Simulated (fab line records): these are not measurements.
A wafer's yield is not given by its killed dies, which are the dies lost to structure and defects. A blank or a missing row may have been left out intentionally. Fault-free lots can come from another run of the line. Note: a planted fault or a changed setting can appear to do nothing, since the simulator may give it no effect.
Problem report, 8D (eight disciplines) form, completed by code -- flow berkeleyCmos170 -- the parts of the form that need people (team, actions taken, sign-off) are left out

1. WHAT IS WRONG
Wafers free of any fault read 2007 nm (standard deviation 25) for V2_TEOS_THK at UCB170_V2_THK_MEAS_01, against a mean of 1748 nm on 2 wafers of 2 lots. That is -10 standard deviations from the usual mean.
First seen on wafer L780.4, day 11 06:49, on filmMetro-03. Wafers with a number at this step in the record: 42, from 14 lots. The rule behind "out" and "out of limits": a value lying over 4 standard deviations away from the usual mean. All remaining wafers that have a number are taken as sound.

2. WHAT IT IS, WHAT IT ISN'T
question,is,is not
which readings at this step,V2_TEOS_THK,-
which lots,"L780, L784","L770, L772, L773, L774, L775, L778, L779, L781, L785, L790, L792, L793"
which wafers of those lots,"L780.4, L784.4","L780.5, L780.6, L784.3, L784.5"
read on which gauges,"filmMetro-02, filmMetro-03",filmMetro-04
when,from day 11 06:49,"up to then (23 sound wafers); but 17 sound wafers of L781, L784, L785, L790, L792, L793 came after"

3. THE SUSPECTS, EACH WITH WHAT RULES IT OUT
Counting: any tool at a process step up to the reading remains a suspect provided it ran every lot that is out. Sound lots after the first of them don't rule it out here, since some wafers of a struck lot are sound.
- the gauge at UCB170_V2_THK_MEAS_01: ruled out. The wafers that are out were read on 2 gauges (filmMetro-02, filmMetro-03).
- pecvd-03 at UCB170_V2_CVD_00 (deposits SiO2 from TEOS/O2, target thk 2000 nm, time 250 s): kept. It ran every lot that is out, first L780 (day 11 06:42); its last sound lot up to then is L775 (day 10 14:04). Its own readings are out on those wafers: rfFwdPowerW.
- Within pecvd-03 at UCB170_V2_CVD_00: the wafers that are out ran in chamber 0; their sound lot-mates ran in chambers 1, 2.
The count leaves pecvd-03 at UCB170_V2_CVD_00.

4. THE CAUSE (what the simulator had put in)
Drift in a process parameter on pecvd-03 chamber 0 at UCB170_V2_CVD_00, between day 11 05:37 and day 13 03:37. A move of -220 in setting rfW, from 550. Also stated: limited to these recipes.
This tool alone remained once counting was done.

5. THE CHAIN OF EFFECTS, in route order
Rows list readings where the struck wafers' mean (over those with a number) sits beyond 3 standard deviations from the usual. Only readings for which the record gives a usual standard deviation are gone through. hours: the time from each lot's start at the first step in this table that gives one to its start at this step, as a median over the lots. sigmas: the change in usual standard deviations.
hours,step,reading,usual,on struck wafers,change,sigmas
0,UCB170_V2_CVD_00,rfFwdPowerW,548.6 W,327.4,-221.2,-99 or more
0,UCB170_V2_THK_MEAS_01,V2_TEOS_THK,2007 nm,1748,-260,-10
Process steps it contains:
- UCB170_V2_CVD_00: deposits SiO2 from TEOS/O2, target thk 2000 nm, time 250 s.

6. WHAT WOULD HAVE CAUGHT IT SOONER
In this record the first reading out of limits at a measuring or inspecting step was taken at day 11 06:49, 1 hour after the fault began at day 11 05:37.
The tool's own readings at UCB170_V2_CVD_00 were out on every struck wafer that the step has a row for (rfFwdPowerW): an alarm limit on them would have fired on the first of those.
Of the lots that are out (2), L784 began UCB170_V2_CVD_00 on pecvd-03 after day 11 06:49. A hold on the tool at that time would have spared it.
